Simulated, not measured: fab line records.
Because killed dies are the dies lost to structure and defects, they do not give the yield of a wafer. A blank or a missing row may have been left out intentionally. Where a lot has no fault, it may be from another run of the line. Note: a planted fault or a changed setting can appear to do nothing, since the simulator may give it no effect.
The same fault as seen by 2 desks	flow ritCmos	numbers are kept per desk, each desk with only its own; the story behind them comes last

DESK OF THE TOOL OWNER: furnace-01
The tool's own readings at RIT_REOX_OXIDATION_03 (target thk 25.2 nm, ox time 5580 s): means of the sampled wafers that have a number, for each lot that ran on this tool. The brackets show how far a lot's mean lies from the usual mean; more than 4 standard deviations puts the lot out of limits, marked OUT.
Columns: A = zonePowerSourcePct at RIT_REOX_OXIDATION_03, usual 26.1 %
lot	first seen here	A
L189	day 3 14:08	23.1
L193	day 4 11:49	22.9
L201	day 5 23:05	22.9
L206	day 6 22:53	23.0
Result from this desk: across the 4 lots, nothing is out of limits.

AT THE METROLOGY DESK
What the gauges read for every lot (on any tool): the sampled wafers with a number, averaged. The brackets show how far a lot's mean lies from the usual mean; more than 4 standard deviations puts the lot out of limits, marked OUT.
Columns: A = REOX_OXIDE_THK at RIT_REOX_THK_MEAS_04, usual 25.1 nm
lot	first seen here	A
L186	day 2 21:59	24.8
L187	day 3 01:55	24.1
L188	day 3 09:34	24.5
L189	day 3 16:41	25.0
L191	day 4 00:29	24.6
L193	day 4 14:22	26.1
L194	day 4 20:14	24.3
L196	day 5 05:41	25.2
L198	day 5 10:50	24.4
L201	day 6 01:38	28.2 (+5.5) OUT
L204	day 6 16:28	25.5
L206	day 7 01:26	27.8 (+4.8) OUT
L207	day 7 07:41	25.6
L208	day 7 11:44	24.6
Per this desk, out of limits: L201, L206; the first was L201, day 6 01:38 (REOX_OXIDE_THK at RIT_REOX_THK_MEAS_04). In limits: L186, L187, L188, L189, L191, L193, L194, L196, L198, L204, L207, L208.

BROUGHT TOGETHER
L201, L206 would have let the metrology desk raise an alarm at day 6 01:38.
The desk of the tool owner found nothing out of limits.
Tool owner's desk: L201, L206 on record, inside its limits.
The lots listed all ran RIT_REOX_OXIDATION_03 on furnace-01.

WHAT THE SIMULATOR HAD INSERTED
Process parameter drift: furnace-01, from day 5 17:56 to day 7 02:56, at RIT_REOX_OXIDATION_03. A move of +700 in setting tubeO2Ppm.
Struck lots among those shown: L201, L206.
Hours from the fault's start to each desk's first reading out of limits: the metrology desk, 8.
